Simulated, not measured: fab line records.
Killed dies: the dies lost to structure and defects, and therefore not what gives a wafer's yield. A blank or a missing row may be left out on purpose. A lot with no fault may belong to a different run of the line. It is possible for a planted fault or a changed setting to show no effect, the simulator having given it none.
Problem report, 8D (eight disciplines) form, completed by code :: flow rit_cmos :: the parts of the form that need people (team, actions taken, sign-off) are left out

1. WHAT IS WRONG
Wafers with no fault read 268.2 s with a standard deviation of 0.39, whereas run_length_s at RIT_SPACER_ETCHBACK_05 reads a mean of 199.8 s on 1 wafer of 1 lot. So: -99 or more standard deviations from the usual mean.
The step: etches Si3N4 in SF6/CHF3, stops on SiO2, target depth 250 nm, time 240 s.
Earliest sighting: wafer L158.1 on rie_diel-03 at day 6 16:25. The record has a number at this step for 15 wafers belonging to 5 lots. Rule for "out", or "out of limits": more than 4 standard deviations from the usual mean. Any other wafer with a number is counted as sound.

2. WHAT IT IS, WHAT IT ISN'T
question: which readings at this step
is: run_length_s, oes_product_au
is not: drypump_motor_current_A, throttle_valve_pct

question: which lots
is: L158
is not: L141, L147, L151, L163

question: which wafers of those lots
is: L158.1
is not: L158.3, L158.6

question: read on which tools
is: rie_diel-03
is not: rie_diel-01, rie_diel-04

question: when
is: from day 6 16:25
is not: up to then (11 sound wafers); but 3 sound wafers of L163 came after

3. WHAT RULES OUT EACH SUSPECT
Counting: if a tool at a process step up to the reading ran every lot that is out, it stays a suspect. Sound lots after the first of them don't rule it out here, since some wafers of a struck lot are sound.
- plasma_asher-01 at RIT_PLDD_STRIP_09 (strips in O2, time 180 s): kept. The lot that is out, L158, ran on it at day 6 13:49; the last sound lot it ran before that was L147, at day 4 07:50.
- rie_diel-03 at RIT_SPACER_ETCHBACK_05 (etches Si3N4 in SF6/CHF3, stops on SiO2, target depth 250 nm, time 240 s): kept. The lot that is out, L158, ran on it at day 6 16:25; the last sound lot it ran before that was L147, at day 4 10:25. Out on those wafers are its own readings of oes_product_au, run_length_s.
- In rie_diel-03 at RIT_SPACER_ETCHBACK_05, the wafers that are out were processed in chamber 3 and their sound lot-mates in chambers 0, 2.
Remaining after the count are plasma_asher-01 at RIT_PLDD_STRIP_09 and rie_diel-03 at RIT_SPACER_ETCHBACK_05.

4. THE CAUSE (what the simulator had put in)
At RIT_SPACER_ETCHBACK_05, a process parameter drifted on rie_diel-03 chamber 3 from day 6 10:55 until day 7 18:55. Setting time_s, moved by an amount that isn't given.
Of the 2 suspects that counting leaves, this tool is one.

5. THE EFFECT CHAIN, in route order
Rows list readings where the struck wafers' mean (over those with a number) sits beyond 3 standard deviations from the usual. Scope: only readings with a usual standard deviation given in the record; hours: median across lots of the time from each lot's start at the first step in this table that gives one to its start at this step; sigmas: change in usual standard deviations.
hours: 0
step: RIT_SPACER_ETCHBACK_05
reading: oes_product_au
usual: 0.837 a.u.
on struck wafers: 1.025
change: +0.188
sigmas: +14

hours: 0
step: RIT_SPACER_ETCHBACK_05
reading: run_length_s
usual: 268.2 s
on struck wafers: 199.8
change: -68.4
sigmas: -99 or more
Here are the process steps it includes:
- RIT_SPACER_ETCHBACK_05: etches Si3N4 in SF6/CHF3, stops on SiO2, target depth 250 nm, time 240 s.

6. HOW IT WOULD HAVE BEEN CAUGHT EARLIER
First out-of-limits reading in this record: day 6 16:25, which is 5 hours after fault onset at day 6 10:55.
